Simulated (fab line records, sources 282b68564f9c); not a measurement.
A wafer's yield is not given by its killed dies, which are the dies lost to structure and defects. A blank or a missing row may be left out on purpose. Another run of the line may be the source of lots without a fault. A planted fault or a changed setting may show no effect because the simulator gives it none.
Which tool did it? | flow rit cmos | 7 lots, 21 wafers sampled, at 1 step of a route of 202

WHAT THE GAUGES READ, wafer by wafer
RIT_FOX2_THK_MEAS_90.
lot  | measured    | on            | FIELD_OXIDE_LEFT_1_THK (nm)
L223 | day 2 01:14 | film metro-02 | 313 311 311
L226 | day 2 16:32 | film metro-02 | 312 311 308
L228 | day 3 02:49 | film metro-02 | 334 338 330
L232 | day 4 03:53 | film metro-02 | 316 316 316
L235 | day 4 14:41 | film metro-01 | 322 325 325
L241 | day 5 19:46 | film metro-03 | 321 323 320
L244 | day 6 11:35 | film metro-01 | 332 323 327

WHICH TOOL RAN EACH LOT (tool, then ch and the chambers of the sampled wafers, then the start)
No process step before these readings appears in the record.

THE ANSWER, worked out from the rows above alone
Rule: the lots themselves supply what counts as usual. The widest of any qualifying gaps counts: lots, ordered by their means at a reading, are off when they make up no more than a third of the lots, leave a main group of 4 or more, and stand apart from it by 3 or more times the standard deviation of that group's means. A main group is skipped when, at the precision printed for the reading in the tables above, its means are all equal. A lot without any number at a reading at which 4 lots or more have one is off too. All remaining lots with rows at the step are treated as sound.
No lot is off on any of the readings shown, so nothing can be concluded from this.

WHAT THE SIMULATOR HAD PUT IN
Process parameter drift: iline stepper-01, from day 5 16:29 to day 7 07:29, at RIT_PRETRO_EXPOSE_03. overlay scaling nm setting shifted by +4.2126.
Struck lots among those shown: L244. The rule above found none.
